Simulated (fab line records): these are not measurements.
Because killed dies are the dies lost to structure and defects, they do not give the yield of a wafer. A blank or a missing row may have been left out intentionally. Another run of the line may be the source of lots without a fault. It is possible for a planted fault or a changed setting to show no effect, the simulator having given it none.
Split-lot study / flow rit-cmos / 23 wafers read across 5 lots, on a route 202 steps long

THE SPLIT ITSELF
At RIT_ACTIVE_COAT_06 (resist thk 1000 nm), the setting resist-thk-nm was moved away from the recipe's 1000 nm on 7 of the 23 wafers read, by -4.0% to +3.4%. The other wafers ran this setting at the recipe's value.

FROM THE SPLIT TO THE READING: what the file shows between them, 2 steps
- RIT_ACTIVE_DEVELOP_10: develop time 50 s (also split here: develop-time-s)
- RIT_ACTIVE_CD_MEAS_11: target cd 1400 nm

THE READING
NOVOLAK_of_ACTIVE_COAT_06.thk-nm (the simulator's own value, which no gauge read), in nm, at RIT_ACTIVE_HARDBAKE_12 (time 60 s). The file does not state a usual value for it. Here, 16 wafers ran the recipe; their average is 882.4 nm with a standard deviation of 1.3 nm.

wafer=L074.3; tool, chamber at the split=litho-track-03, 0; resist-thk-nm as run, nm=1000; against the recipe=recipe; NOVOLAK_of_ACTIVE_COAT_06.thk-nm, nm=883.5; against lot-mates on the recipe=-
wafer=L074.5; tool, chamber at the split=litho-track-03, 0; resist-thk-nm as run, nm=1000; against the recipe=recipe; NOVOLAK_of_ACTIVE_COAT_06.thk-nm, nm=881.9; against lot-mates on the recipe=-
wafer=L074.6; tool, chamber at the split=litho-track-03, 0; resist-thk-nm as run, nm=1000; against the recipe=recipe; NOVOLAK_of_ACTIVE_COAT_06.thk-nm, nm=882.2; against lot-mates on the recipe=-
wafer=L078.1; tool, chamber at the split=litho-track-03, 0; resist-thk-nm as run, nm=1034; against the recipe=+3.4%; NOVOLAK_of_ACTIVE_COAT_06.thk-nm, nm=907.5; against lot-mates on the recipe=+25.3
wafer=L078.2; tool, chamber at the split=litho-track-03, 0; resist-thk-nm as run, nm=1000; against the recipe=recipe; NOVOLAK_of_ACTIVE_COAT_06.thk-nm, nm=882.1; against lot-mates on the recipe=-
wafer=L078.3; tool, chamber at the split=litho-track-03, 0; resist-thk-nm as run, nm=1000; against the recipe=recipe; NOVOLAK_of_ACTIVE_COAT_06.thk-nm, nm=881.5; against lot-mates on the recipe=-
wafer=L078.4; tool, chamber at the split=litho-track-03, 0; resist-thk-nm as run, nm=1034; against the recipe=+3.4%; NOVOLAK_of_ACTIVE_COAT_06.thk-nm, nm=909.6; against lot-mates on the recipe=+27.4
wafer=L078.5; tool, chamber at the split=litho-track-03, 0; resist-thk-nm as run, nm=1000; against the recipe=recipe; NOVOLAK_of_ACTIVE_COAT_06.thk-nm, nm=883.1; against lot-mates on the recipe=-
wafer=L079.1; tool, chamber at the split=litho-track-01, 0; resist-thk-nm as run, nm=1000; against the recipe=recipe; NOVOLAK_of_ACTIVE_COAT_06.thk-nm, nm=880.2; against lot-mates on the recipe=-
wafer=L079.3; tool, chamber at the split=litho-track-01, 0; resist-thk-nm as run, nm=1000; against the recipe=recipe; NOVOLAK_of_ACTIVE_COAT_06.thk-nm, nm=882.8; against lot-mates on the recipe=-
wafer=L079.4; tool, chamber at the split=litho-track-01, 0; resist-thk-nm as run, nm=1000; against the recipe=recipe; NOVOLAK_of_ACTIVE_COAT_06.thk-nm, nm=883.6; against lot-mates on the recipe=-
wafer=L079.5; tool, chamber at the split=litho-track-01, 0; resist-thk-nm as run, nm=960.1; against the recipe=-4.0%; NOVOLAK_of_ACTIVE_COAT_06.thk-nm, nm=846.3; against lot-mates on the recipe=-35.9
wafer=L079.6; tool, chamber at the split=litho-track-01, 0; resist-thk-nm as run, nm=960.1; against the recipe=-4.0%; NOVOLAK_of_ACTIVE_COAT_06.thk-nm, nm=848.6; against lot-mates on the recipe=-33.6
wafer=L083.2; tool, chamber at the split=litho-track-02, 0; resist-thk-nm as run, nm=1000; against the recipe=recipe; NOVOLAK_of_ACTIVE_COAT_06.thk-nm, nm=880.7; against lot-mates on the recipe=-
wafer=L083.3; tool, chamber at the split=litho-track-02, 0; resist-thk-nm as run, nm=1000; against the recipe=recipe; NOVOLAK_of_ACTIVE_COAT_06.thk-nm, nm=881.7; against lot-mates on the recipe=-
wafer=L083.4; tool, chamber at the split=litho-track-02, 0; resist-thk-nm as run, nm=1000; against the recipe=recipe; NOVOLAK_of_ACTIVE_COAT_06.thk-nm, nm=881; against lot-mates on the recipe=-
wafer=L083.5; tool, chamber at the split=litho-track-02, 0; resist-thk-nm as run, nm=1000; against the recipe=recipe; NOVOLAK_of_ACTIVE_COAT_06.thk-nm, nm=882.8; against lot-mates on the recipe=-
wafer=L083.6; tool, chamber at the split=litho-track-02, 0; resist-thk-nm as run, nm=1000; against the recipe=recipe; NOVOLAK_of_ACTIVE_COAT_06.thk-nm, nm=882.3; against lot-mates on the recipe=-
wafer=L085.2; tool, chamber at the split=litho-track-02, 0; resist-thk-nm as run, nm=968.1; against the recipe=-3.2%; NOVOLAK_of_ACTIVE_COAT_06.thk-nm, nm=856.1; against lot-mates on the recipe=-28.8
wafer=L085.3; tool, chamber at the split=litho-track-02, 0; resist-thk-nm as run, nm=968.1; against the recipe=-3.2%; NOVOLAK_of_ACTIVE_COAT_06.thk-nm, nm=855; against lot-mates on the recipe=-29.9
wafer=L085.4; tool, chamber at the split=litho-track-02, 0; resist-thk-nm as run, nm=1000; against the recipe=recipe; NOVOLAK_of_ACTIVE_COAT_06.thk-nm, nm=884; against lot-mates on the recipe=-
wafer=L085.5; tool, chamber at the split=litho-track-02, 0; resist-thk-nm as run, nm=1000; against the recipe=recipe; NOVOLAK_of_ACTIVE_COAT_06.thk-nm, nm=885.7; against lot-mates on the recipe=-
wafer=L085.6; tool, chamber at the split=litho-track-02, 0; resist-thk-nm as run, nm=968.1; against the recipe=-3.2%; NOVOLAK_of_ACTIVE_COAT_06.thk-nm, nm=857.2; against lot-mates on the recipe=-27.6

FIT RESULTS
A straight line over all 23 wafers: NOVOLAK_of_ACTIVE_COAT_06.thk-nm changes by +8.25 nm for each +1% of resist-thk-nm; r = +1.00; the points scatter about the line by 1.5 nm.
The same after taking each lot's own level away (the mean of its wafers on the recipe; 23 wafers): +8.49 nm for each +1%; r = +1.00; scatter 1.3 nm.
The reading moves by 34 nm for the largest change in resist-thk-nm, on that fit.
The lots' own levels span 881.70 to 884.85 nm, that is 2.4 times the standard deviation above.
So the lot-to-lot level changes the slope little: the two slopes agree.
Check: with one of the wafers moved furthest among these (-4.0%) left out of the fit, the line predicts -34 nm for it against its lot-mates. Against them it came out at -35.9 nm.

THE OTHER SPLITS THESE WAFERS WENT THROUGH
These wafers also went through other splits before the reading. Each is held against what the fit with the lots' levels taken away leaves over:
other split on the same wafers=RIT_ACTIVE_OXIDATION_01 ox-time-s; wafers away from the commonest value=18; r with NOVOLAK_of_ACTIVE_COAT_06.thk-nm (lot level and that fit taken away)=-0.28
other split on the same wafers=RIT_ACTIVE_DEVELOP_10 develop-time-s; wafers away from the commonest value=11; r with NOVOLAK_of_ACTIVE_COAT_06.thk-nm (lot level and that fit taken away)=-0.22

THE WHOLE CHAIN: every reading that the file lists as answering this split, in the file's order
step=RIT_ACTIVE_COAT_06; what it does=resist thk 1000 nm; reading=NOVOLAK_of_ACTIVE_COAT_06.thk-nm (the simulator's own value, which no gauge read); change (the file's fit)=+9.72 nm for each +1% of the setting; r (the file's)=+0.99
step=RIT_ACTIVE_HARDBAKE_12; what it does=time 60 s; reading=NOVOLAK_of_ACTIVE_COAT_06.thk-nm (the simulator's own value, which no gauge read); change (the file's fit)=+8.5 nm for each +1% of the setting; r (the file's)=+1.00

FILE'S OWN FIT
NOVOLAK_of_ACTIVE_COAT_06.thk-nm changes by +8.5 nm for each +1% of resist-thk-nm, r = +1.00.
